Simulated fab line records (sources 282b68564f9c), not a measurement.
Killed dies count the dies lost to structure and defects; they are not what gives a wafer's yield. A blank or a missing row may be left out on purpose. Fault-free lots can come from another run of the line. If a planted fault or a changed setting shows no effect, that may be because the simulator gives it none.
fab line records | flow ritCmos
[record] lots = 5 wafers = 23
route steps=202 shown GATE@95 NLDD@105 PLDD@122 SPACER@128 NSD@139 PSD@149 CONTACT@168 M1@188
startH: start of the lot's first displayed wafer, in hours after the record's first day | waitH: how many hours have passed since the lot's step before this one | " unchanged from the row above | L1.1+2: a single row standing in for several wafers | - no value present, or no start provided | * or withheld: withheld | < > ~ a bound
route shown NAME@n: a module of which the file shows steps, and the number in the route of the first | usual: the fault-free wafers' mean and standard deviation | same: alike in all rows | chamber/n: place in a boat | sites: readings site by site | _std_site: standard deviation of those values | _edge_site: outer sites' mean less inner sites' | radiusMm: how far each site lies from the wafer's centre | mask NAME#n: copy n | behind: the last tool/chamber to shape the wafer | hold: reason for holding the lot/hours on hold/outcome of the hold | device: whichever transistor did not switch (one of n, p or np) | end of line: at the end of the route, the tests of the same wafers | a step with no rows: only its recipe | killed: at the first sort, the dies lost to defects and structure; wafer yield is something else | map: dies across one wafer; x = killed, . = not, _ = none there
set.NAME: setting as actually run; set.NAME@STEP: the setting as run at that earlier step | model.NAME: the simulator's own value behind a step, which no gauge read
one table per step and one row per wafer, for lots whose settings were changed on purpose
[[steps]]
[step RIT_GATE_ETCH_19]
[recipe] chemistry = SF6/CHF3/O2 timeS = 165 SF6_flow_sccm = 30 CHF3_flow_sccm = 30 O2_flow_sccm = 5 target = poly-Si pressureMtorr = 40 rfW = 160 targetDepthA = 3125 overEtchFrac = 0.25 stopOn = SiO2
// columns lot.wafer tool chamber startH waitH set.overEtchFrac set.doseMj@GATE_EXPOSE_13 model.GATE.cdNm
L074.1 rieSi-01 0 41.23 0.1 0.25 380 150.9
L074.2 " 2 " " 0.25 380 152.8
L074.3 " 3 " " 0.25 380 150.4
L074.5 " 1 " " 0.25 380 151.5
L074.6 " 2 " " 0.25 380 151.8
L077.1+5 rieSi-02 2 51.74 0.1 0.25 380 151.1
L077.2 " 3 " " 0.25 380 152
L079.1 rieSi-02 1 62.86 0.1 0.1827 380 148.7
L079.3 " 2 " " 0.1827 398.9 124.4
L079.4 " 2 " " 0.25 380 149.9
L079.5 " 1 " " 0.1827 398.9 127.3
L079.6 " 3 " " 0.25 380 150.2
L084.1 rieSi-01 1 88.98 0.1 0.2712 397.6 126.9
L084.2 " 0 " " 0.25 397.6 128.9
L084.3 " 2 " " 0.2712 380 149.2
L084.4 " 3 " " 0.2712 380 151.7
L084.6 " 0 " " 0.25 397.6 129.8
L085.1 rieSi-02 0 95.57 0.1 0.25 380 151.8
L085.2 " 1 " " 0.25 380 149.1
L085.3 " 2 " " 0.25 380 149.8
L085.5 " 0 " " 0.25 380 150
L085.6 " 2 " " 0.25 380 151.9
[step RIT_GATE_STRIP_20]
[recipe] chemistry = O2 timeS = 180 resist = NOVOLAK platenTempC = withheld powerW = 500 pressureMtorr = 4000 o2FlowSccm = 4000
[step RIT_GATE_CD_MEAS_90]
[recipe] targetCdNm = 150
[usual] cdNm = 150.7/1.4
// columns lot.wafer tool chamber startH waitH set.doseMj@GATE_EXPOSE_13 cdNm
L074.1 cdSem-02 - 41.58 0.2 380 150.9
L074.2 " - " " 380 152.7
L074.3 " - " " 380 150.5
L074.5 " - " " 380 151.4
L074.6 " - " " 380 152.0
L077.1 cdSem-02 - 52.03 0.1 380 151.3
L077.2 " - " " 380 152.0
L077.5 " - " " 380 151.1
L079.1 cdSem-02 - 63.14 0.1 380 148.9
L079.3 " - " " 398.9 124.9
L079.4 " - " " 380 150.0
L079.5 " - " " 398.9 127.3
L079.6 " - " " 380 150.2
L084.1 cdSem-01 - 89.27 0.1 397.6 126.7
L084.2 " - " " 397.6 129.1
L084.3 " - " " 380 149.5
L084.4 " - " " 380 151.8
L084.6 " - " " 397.6 129.7
L085.1 cdSem-01 - 95.85 0.1 380 151.5
L085.2 " - " " 380 149.1
L085.3 " - " " 380 149.8
L085.5 " - " " 380 150.2
L085.6 " - " " 380 151.6
[step RIT_NLDD_SOFTBAKE_02]
[recipe] resist = NOVOLAK tempC = 90 timeS = 60
// columns lot.wafer tool chamber startH waitH set.tempC
L074.1+2+3 lithoTrack-03 0 45.54 0.1 91.03
L074.5+6 " 0 " " 90
L077.1+2+5 lithoTrack-04 0 56.27 0.1 90
L079.1+3+4+5+6 lithoTrack-04 0 66.77 0.1 90
L084.1+3 lithoTrack-01 0 93.69 0.1 87.63
L084.2+4+6 " 0 " " 90
L085.1+5+6 lithoTrack-01 0 99.96 0.1 86.85
L085.2+3 " 0 " " 90
[step RIT_NLDD_EXPOSE_03]
[recipe] maskId = M7 na = 0.57 targetCdNm = 40700 doseMj = 250
[step RIT_NLDD_PEB_04]
[recipe] resist = NOVOLAK tempC = withheld timeS = withheld
[step RIT_NLDD_DEVELOP_05]
[recipe] resist = NOVOLAK developTimeS = 50 devTempC = 23
// columns lot.wafer tool chamber startH waitH set.tempC@NLDD_SOFTBAKE_02 model.NOVOLAK_of_NLDD_COAT_01.thkNm
L074.1 lithoTrack-01 0 - - 91.03 989.9
L074.2 " 0 " " 91.03 988.8
L074.3 " 0 " " 91.03 986.9
L074.5 " 0 " " 90 990.8
L074.6 " 0 " " 90 993
L077.1 lithoTrack-04 0 - - 90 991.3
L077.2 " 0 " " 90 992.4
L077.5 " 0 " " 90 992.3
L079.1 lithoTrack-03 0 - - 90 991.2
L079.3 " 0 " " 90 991
L079.4 " 0 " " 90 989.6
L079.5 " 0 " " 90 989.5
L079.6 " 0 " " 90 989
L084.1 lithoTrack-01 0 - - 87.63 1003
L084.2 " 0 " " 90 994.9
L084.3 " 0 " " 87.63 999.6
L084.4 " 0 " " 90 996.8
L084.6 " 0 " " 90 994
L085.1 lithoTrack-03 0 - - 86.85 1003
L085.2 " 0 " " 90 991.8
L085.3 " 0 " " 90 990.6
L085.5 " 0 " " 86.85 1001
L085.6 " 0 " " 86.85 999.6
[step RIT_NLDD_IMPLANT_08]
[recipe] species = P energyKev = 20 doseCm2 = 5e+14 tiltDeg = 7
// columns lot.wafer tool chamber startH waitH set.energyKev model.implant.drpNm
L074.1+2+6 implanter-01 0 46.52 0.1 20 12.97
L074.3+5 " 0 " " 20.5 13.16
L077.1+2+5 implanter-02 0 57.17 0.1 20 12.97
L079.1+3+4+5+6 implanter-04 0 67.64 0.1 20 12.97
L084.1+2+3 implanter-01 0 94.55 0.1 18.86 12.52
L084.4+6 " 0 " " 20 12.97
L085.1+5 implanter-04 0 100.82 0.1 20 12.97
L085.2+3+6 " 0 " " 19.45 12.75
[step RIT_PLDD_IMPLANT_08]
[recipe] species = BF2 energyKev = 20 doseCm2 = 9e+14 tiltDeg = 7
// columns lot.wafer tool chamber startH waitH set.energyKev model.implant.rpNm model.implant.drpNm
L074.1+2+5 implanter-01 0 48.07 0.1 19.13 17.03 9.452
L074.3+6 " 0 " " 20 17.63 9.752
L077.1+2+5 implanter-02 0 58.83 0.1 20 16.96 9.752
L079.1+4+5 implanter-03 0 69.41 0.1 19.63 17.2 9.625
L079.3+6 " 0 " " 20 17.45 9.752
L084.1+3+6 implanter-02 0 96.09 0.1 20 17.32 9.752
L084.2+4 " 0 " " 19.12 16.72 9.448
L085.1+2+3+5+6 implanter-01 0 102.48 0.1 20 18.06 9.752
[step RIT_SPACER_CVD_03]
[recipe] material = Si3N4 targetThkNm = 250 tempC = 810 precursor = SiH2Cl2/NH3 timeS = 3300 pressureMtorr = 300 sih2cl2FlowSccm = 60 nh3FlowSccm = 150
// columns lot.wafer tool chamber startH waitH set.timeS model.Si3N4_of_SPACER_CVD_03.thkNm
L074.1 - - - 0.0 3300 248.3
L074.2 " - " " 3300 248
L074.3 " - " " 3300 249.5
L074.5 " - " " 3300 249.2
L074.6 " - " " 3300 248.1
L077.1 lpcvd-02 0 60.89 1.3 3300 249.4
L077.2 " 0 " " 3300 250
L077.5 " 0 " " 3300 249.6
L079.1 - - - 0.0 3596 267.1
L079.3 " - " " 3596 267.6
L079.4+6 " - " " 3596 265.2
L079.5 " - " " 3596 266.3
L084.1 - - - 0.0 3022 227.6
L084.2 " - " " 3022 229.1
L084.3 " - " " 3022 226.7
L084.4 " - " " 3022 227.9
L084.6 " - " " 3022 228
L085.1 - - - 0.0 3598 268.7
L085.2 " - " " 3598 269.5
L085.3 " - " " 3598 268.6
L085.5 " - " " 3598 268
L085.6 " - " " 3598 269
[step RIT_SPACER_THK_MEAS_04]
[recipe] reads = Si3N4_of_SPACER_CVD_03
[usual] SPACER_NITRIDE_THK = 249/3.1
// columns lot.wafer tool chamber startH waitH set.timeS@SPACER_CVD_03 SPACER_NITRIDE_THK[nm]
L074.1 filmMetro-02 - - - 3300 248
L074.2 " - " " 3300 248
L074.3 " - " " 3300 249
L074.5 " - " " 3300 249
L074.6 " - " " 3300 248
L077.1 filmMetro-02 - 62.80 0.0 3300 249
L077.2 " - " " 3300 250
L077.5 " - " " 3300 250
L079.1 filmMetro-03 - - - 3596 267
L079.3 " - " " 3596 267
L079.4 " - " " 3596 265
L079.5 " - " " 3596 266
L079.6 " - " " 3596 265
L084.1 filmMetro-01 - - - 3022 228
L084.2 " - " " 3022 229
L084.3 " - " " 3022 227
L084.4 " - " " 3022 228
L084.6 " - " " 3022 228
L085.1 filmMetro-01 - - - 3598 269
L085.2 " - " " 3598 269
L085.3 " - " " 3598 269
L085.5 " - " " 3598 268
L085.6 " - " " 3598 269
[step RIT_SPACER_ETCHBACK_05]
[recipe] targetDepthA = 2500 SF6_flow_sccm = 30 CHF3_flow_sccm = 30 target = Si3N4 chemistry = SF6/CHF3 pressureMtorr = 40 rfW = 250 timeS = 240 stopOn = SiO2
[usual] oesProductAu = 0.838/0.017
// columns lot.wafer tool chamber startH waitH set.timeS@SPACER_CVD_03 oesProductAu model.etch.depthNm model.Si3N4_of_SPACER_CVD_03.thkNm
L074.1 rieDiel-03 3 50.79 0.1 3300 0.842 248.3 192.6
L074.2 " 2 " " 3300 0.839 248 194.9
L074.3 " 1 " " 3300 0.832 249.5 195.6
L074.5 " 3 " " 3300 0.840 249.2 194.1
L074.6 " 0 " " 3300 0.845 248.1 194.7
L077.1 rieDiel-03 3 62.86 0.1 3300 0.851 249.4 194.9
L077.2 " 2 " " 3300 0.842 250 197
L077.5 " 1 " " 3300 0.828 249.6 196
L079.1 rieDiel-04 2 72.15 0.1 3596 0.858 267.1 207.7
L079.3 " 0 " " 3596 0.877 267.6 209.9
L079.4 " 1 " " 3596 0.858 265.2 207.4
L079.5 " 3 " " 3596 0.890 266.3 209.2
L079.6 " 0 " " 3596 0.874 265.2 207.9
L084.1 rieDiel-03 0 98.86 0.1 3022 0.800 227.6 178.7
L084.2 " 2 " " 3022 0.794 229.1 180.1
L084.3 " 1 " " 3022 0.771 226.7 177.5
L084.4 " 2 " " 3022 0.793 227.9 179.4
L084.6 " 0 " " 3022 0.795 228 178.9
L085.1 rieDiel-04 1 105.28 0.1 3598 0.870 268.7 210.1
L085.2 " 2 " " 3598 0.866 269.5 209.9
L085.3 " 0 " " 3598 0.880 268.6 209.8
L085.5 " 0 " " 3598 0.879 268 209.3
L085.6 " 1 " " 3598 0.883 269 210.7
[step RIT_NSD_IMPLANT_08]
[recipe] species = P energyKev = 25 doseCm2 = 1e+15 tiltDeg = 7
// columns lot.wafer tool chamber startH waitH set.energyKev model.implant.rpNm model.implant.drpNm
L074.1+3+6 implanter-02 0 51.98 0.1 26.23 33.25 15.27
L074.2+5 " 0 " " 25 32.19 14.84
L077.1+2+5 implanter-04 0 64.17 0.1 25 33.41 14.84
L079.1+3 implanter-04 0 73.34 0.1 24.12 31.63 14.52
L079.4+5+6 " 0 " " 25 32.41 14.84
L084.1+2+3+4+6 implanter-02 0 100.05 0.1 25 31.6 14.84
L085.1+6 implanter-02 0 106.51 0.1 23.61 31.02 14.33
L085.2+3+5 " 0 " " 25 32.25 14.84
[step RIT_PSD_HARDBAKE_07]
[recipe] resist = NOVOLAK tempC = 140 timeS = 60
// columns lot.wafer tool chamber startH waitH set.tempC
L074.1+5+6 lithoTrack-04 0 53.25 0.0 143.2
L074.2+3 " 0 " " 140
L077.1+2+5 lithoTrack-04 0 65.86 0.2 140
L079.1+3+4+5+6 lithoTrack-04 0 74.83 0.0 140
L084.1+4 lithoTrack-04 0 101.40 0.0 137.7
L084.2+3+6 " 0 " " 140
L085.1+2+3+5+6 lithoTrack-04 0 107.94 0.0 140
[step RIT_PSD_IMPLANT_08]
[recipe] species = BF2 energyKev = 26.74 doseCm2 = 5e+15 tiltDeg = 7
[step RIT_PSD_STRIP_09]
[recipe] chemistry = O2 timeS = 180 resist = NOVOLAK platenTempC = withheld powerW = 500 pressureMtorr = 4000 o2FlowSccm = 4000
[step RIT_SDANNEAL_RS_MEAS_06]
[recipe] thkMeasGauge = four-point-probe
[usual] PLDD_RS = 178.9/0.4
// columns lot.wafer tool chamber startH waitH set.energyKev@PLDD_IMPLANT_08 PLDD_RS[ohm/sq]
L074.1 filmMetro-02 - 54.45 0.1 19.13 182.1
L074.2 " - " " 19.13 181.8
L074.3 " - " " 20 179.0
L074.5 " - " " 19.13 181.7
L074.6 " - " " 20 179.3
L077.1 filmMetro-04 - 67.09 0.1 20 179.2
L077.2 " - " " 20 178.4
L077.5 " - " " 20 179.1
L079.1 filmMetro-01 - 76.03 0.1 19.63 180.3
L079.3 " - " " 20 179.3
L079.4 " - " " 19.63 180.5
L079.5 " - " " 19.63 180.1
L079.6 " - " " 20 179.3
L084.1 filmMetro-01 - 102.62 0.1 20 178.8
L084.2 " - " " 19.12 181.5
L084.3 " - " " 20 178.3
L084.4 " - " " 19.12 181.7
L084.6 " - " " 20 178.9
L085.1 filmMetro-02 - 109.17 0.1 20 178.7
L085.2 " - " " 20 178.6
L085.3 " - " " 20 179.0
L085.5 " - " " 20 178.6
L085.6 " - " " 20 178.0
[step RIT_CONTACT_CVD_00]
[recipe] material = SiO2 targetThkNm = 400 precursor = TEOS tempC = 390 timeS = 61 rfW = 400
// columns lot.wafer tool chamber startH waitH set.timeS model.SiO2_of_CONTACT_CVD_00.thkNm
L074.1 pecvd-04 1 55.21 0.1 61 397
L074.2 " 0 " " 55.23 361.8
L074.3 " 2 " " 61 401.7
L074.5 " 0 " " 55.23 365.5
L074.6 " 1 " " 55.23 370
L077.1 pecvd-04 1 67.85 0.1 61 400.3
L077.2 " 0 " " 61 397.4
L077.5 " 0 " " 61 408.5
L079.1 pecvd-03 1 76.79 0.1 61 396.8
L079.3 " 0 " " 61 394.9
L079.4 " 1 " " 61 400.9
L079.5 " 2 " " 56.11 371.3
L079.6 " 0 " " 56.11 367.2
L084.1 pecvd-02 0 103.44 0.1 58.37 372.9
L084.2 " 1 " " 58.37 375.4
L084.3 " 2 " " 61 395.8
L084.4 " 1 " " 61 400.7
L084.6 " 0 " " 61 401.3
L085.1 pecvd-03 0 109.93 0.1 65.97 430.7
L085.2 " 1 " " 65.97 425.2
L085.3 " 2 " " 61 400.5
L085.5 " 1 " " 61 403.1
L085.6 " 2 " " 65.97 437.6
[step RIT_CONTACT_THK_MEAS_01]
[recipe] reads = SiO2_of_CONTACT_CVD_00
[usual] CONTACT_TEOS_THK = 401/5
// columns lot.wafer tool chamber startH waitH set.timeS@CONTACT_CVD_00 CONTACT_TEOS_THK[nm]
L074.1 filmMetro-03 - 55.26 0.0 61 397
L074.2 " - " " 55.23 362
L074.3 " - " " 61 402
L074.5 " - " " 55.23 365
L074.6 " - " " 55.23 370
L077.1 filmMetro-03 - 67.90 0.0 61 400
L077.2 " - " " 61 397
L077.5 " - " " 61 408
L079.1 filmMetro-04 - 76.84 0.0 61 397
L079.3 " - " " 61 395
L079.4 " - " " 61 401
L079.5 " - " " 56.11 371
L079.6 " - " " 56.11 367
L084.1 filmMetro-04 - 103.49 0.0 58.37 373
L084.2 " - " " 58.37 375
L084.3 " - " " 61 396
L084.4 " - " " 61 401
L084.6 " - " " 61 401
L085.1 filmMetro-03 - 109.98 0.0 65.97 431
L085.2 " - " " 65.97 425
L085.3 " - " " 61 401
L085.5 " - " " 61 403
L085.6 " - " " 65.97 438
[step RIT_CONTACT_ETCH_11]
[recipe] targetDepthA = 4800 overEtchFrac = 0.2 stopOn = TiSi2 chemistry = CHF3/CF4/Ar target = SiO2 CHF3_flow_sccm = 50 cf4FlowSccm = 10 Ar_flow_sccm = 100 O2_flow_sccm = 5 pressureMtorr = 100 rfW = 200 timeS = 320
// columns lot.wafer tool chamber startH waitH set.timeS set.timeS@CONTACT_CVD_00 model.CONTACT.featureDepthNm model.etch.depthNm model.NOVOLAK_of_CONTACT_COAT_03.thkNm
L074.1 rieDiel-03 3 56.62 0.1 320 61 397 397 766
L074.2 " 0 " " 320 55.23 361.8 361.8 767.2
L074.3 " 1 " " 282.5 61 401.7 401.7 782.1
L074.5 " 2 " " 282.5 55.23 365.5 365.5 784.1
L074.6 " 1 " " 320 55.23 370 370 769.8
L077.1 rieDiel-01 2 69.57 0.1 320 61 400.3 400.3 769.5
L077.2 " 1 " " 320 61 397.4 397.4 769.2
L077.5 " 2 " " 320 61 408.5 408.5 768.3
L079.1 rieDiel-04 0 78.40 0.1 320 61 396.8 396.8 775.3
L079.3 " 3 " " 320 61 394.9 394.9 780.6
L079.4 " 1 " " 320 61 400.9 400.9 776.7
L079.5 " 1 " " 320 56.11 371.3 371.3 774
L079.6 " 2 " " 320 56.11 367.2 367.2 768.7
L084.1 rieDiel-03 0 104.82 0.1 288.7 58.37 372.9 372.9 779.9
L084.2 " 2 " " 320 58.37 375.4 375.4 768.6
L084.3 " 1 " " 288.7 61 395.8 395.8 782.1
L084.4 " 0 " " 320 61 400.7 400.7 769.5
L084.6 " 2 " " 320 61 401.3 401.3 770.8
L085.1 rieDiel-04 3 111.60 0.1 320 65.97 430.7 430.7 766.7
L085.2 " 2 " " 299.1 65.97 425.2 425.2 768
L085.3 " 1 " " 299.1 61 400.5 400.5 773
L085.5 " 0 " " 320 61 403.1 403.1 767.8
L085.6 " 1 " " 320 65.97 437.6 437.6 766.7
[step RIT_M1_COAT_04]
[recipe] resist = NOVOLAK spinRpm = 2000 resistThkNm = 1300
// columns lot.wafer tool chamber startH waitH set.resistThkNm model.NOVOLAK_of_M1_COAT_04.thkNm
L074.1 lithoTrack-02 0 58.10 0.1 1300 1301
L074.2 " 0 " " 1300 1305
L074.3 " 0 " " 1300 1304
L074.5 " 0 " " 1300 1300
L074.6 " 0 " " 1300 1302
L077.1 lithoTrack-03 0 71.04 0.1 1300 1304
L077.2 " 0 " " 1300 1305
L077.5 " 0 " " 1300 1308
L079.1+5 lithoTrack-03 0 79.88 0.1 1300 1303
L079.3 " 0 " " 1254 1255
L079.4 " 0 " " 1254 1254
L079.6 " 0 " " 1300 1305
L084.1 lithoTrack-01 0 106.35 0.1 1350 1338
L084.2+6 " 0 " " 1300 1293
L084.3 " 0 " " 1350 1346
L084.4 " 0 " " 1350 1343
L085.1+2 lithoTrack-03 0 113.10 0.1 1269 1266
L085.3 " 0 " " 1300 1296
L085.5 " 0 " " 1300 1297
L085.6 " 0 " " 1300 1295
[step RIT_M1_SOFTBAKE_05]
[recipe] resist = NOVOLAK tempC = 90 timeS = 60
[step RIT_M1_EXPOSE_06]
[recipe] maskId = M12 na = 0.6 sourceShape = conventional sigmaOuter = 0.5 targetCdNm = 2600 doseMj = 250
[step RIT_M1_HARDBAKE_11]
[recipe] resist = NOVOLAK tempC = 140 timeS = 120
// columns lot.wafer tool chamber startH waitH set.resistThkNm@M1_COAT_04 model.NOVOLAK_of_M1_COAT_04.thkNm
L074.1+6 lithoTrack-02 0 59.12 0.0 1300 1138
L074.2 " 0 " " 1300 1141
L074.3 " 0 " " 1300 1140
L074.5 " 0 " " 1300 1137
L077.1 lithoTrack-03 0 72.05 0.0 1300 1140
L077.2 " 0 " " 1300 1141
L077.5 " 0 " " 1300 1144
L079.1 lithoTrack-02 0 80.89 0.0 1300 1140
L079.3+4 " 0 " " 1254 1098
L079.5 " 0 " " 1300 1139
L079.6 " 0 " " 1300 1141
L084.1 lithoTrack-02 0 107.37 0.0 1350 1170
L084.2+6 " 0 " " 1300 1131
L084.3 " 0 " " 1350 1176
L084.4 " 0 " " 1350 1174
L085.1 lithoTrack-03 0 113.99 0.0 1269 1108
L085.2 " 0 " " 1269 1107
L085.3 " 0 " " 1300 1134
L085.5 " 0 " " 1300 1135
L085.6 " 0 " " 1300 1133
[[key]]
[split] step = RIT_GATE_ETCH_19 setting = overEtchFrac stated = 0.25 by = wafer
response none clear
[split] step = RIT_NLDD_SOFTBAKE_02 setting = tempC stated = 90 by = wafer
[response] step = RIT_NLDD_DEVELOP_05 reading = model.NOVOLAK_of_NLDD_COAT_01.thkNm change = -2.66 per = 1% r = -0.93
[split] step = RIT_NLDD_IMPLANT_08 setting = energyKev stated = 20 by = wafer
[response] step = RIT_NLDD_IMPLANT_08 reading = model.implant.drpNm change = +0.0789 per = 1% r = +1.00
[split] step = RIT_PLDD_IMPLANT_08 setting = energyKev stated = 20 by = wafer
[response] step = RIT_PLDD_IMPLANT_08 reading = model.implant.rpNm change = +0.137 per = 1% r = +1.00
[response] step = RIT_PLDD_IMPLANT_08 reading = model.implant.drpNm change = +0.069 per = 1% r = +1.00
[response] step = RIT_SDANNEAL_RS_MEAS_06 reading = PLDD_RS change = -0.635 per = 1% r = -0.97
[split] step = RIT_SPACER_CVD_03 setting = timeS stated = 3300 by = lot
[response] step = RIT_SPACER_CVD_03 reading = model.Si3N4_of_SPACER_CVD_03.thkNm change = +2.25 per = 1% r = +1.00
[response] step = RIT_SPACER_THK_MEAS_04 reading = SPACER_NITRIDE_THK change = +2.24 per = 1% r = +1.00
[response] step = RIT_SPACER_ETCHBACK_05 reading = oesProductAu change = +0.00462 per = 1% r = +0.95
[response] step = RIT_SPACER_ETCHBACK_05 reading = model.etch.depthNm change = +2.25 per = 1% r = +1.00
[response] step = RIT_SPACER_ETCHBACK_05 reading = model.Si3N4_of_SPACER_CVD_03.thkNm change = +1.71 per = 1% r = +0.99
[split] step = RIT_NSD_IMPLANT_08 setting = energyKev stated = 25 by = wafer
[response] step = RIT_NSD_IMPLANT_08 reading = model.implant.rpNm change = +0.219 per = 1% r = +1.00
[response] step = RIT_NSD_IMPLANT_08 reading = model.implant.drpNm change = +0.0898 per = 1% r = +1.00
[split] step = RIT_PSD_HARDBAKE_07 setting = tempC stated = 140 by = wafer
response none clear
[split] step = RIT_CONTACT_CVD_00 setting = timeS stated = 61 by = wafer
[response] step = RIT_CONTACT_CVD_00 reading = model.SiO2_of_CONTACT_CVD_00.thkNm change = +3.74 per = 1% r = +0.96
[response] step = RIT_CONTACT_THK_MEAS_01 reading = CONTACT_TEOS_THK change = +3.74 per = 1% r = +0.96
[response] step = RIT_CONTACT_ETCH_11 reading = model.CONTACT.featureDepthNm change = +3.74 per = 1% r = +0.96
[response] step = RIT_CONTACT_ETCH_11 reading = model.etch.depthNm change = +3.74 per = 1% r = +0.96
[split] step = RIT_CONTACT_ETCH_11 setting = timeS stated = 320 by = wafer
[response] step = RIT_CONTACT_ETCH_11 reading = model.NOVOLAK_of_CONTACT_COAT_03.thkNm change = -1.14 per = 1% r = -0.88
[split] step = RIT_M1_COAT_04 setting = resistThkNm stated = 1300 by = wafer
[response] step = RIT_M1_COAT_04 reading = model.NOVOLAK_of_M1_COAT_04.thkNm change = +13.2 per = 1% r = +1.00
[response] step = RIT_M1_HARDBAKE_11 reading = model.NOVOLAK_of_M1_COAT_04.thkNm change = +11.4 per = 1% r = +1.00
split outsideThisFile step=RIT_GATE_EXPOSE_13 setting=doseMj
// split outsideThisFile: this setting was split too, and the file shows its column; the key of that split is in another file
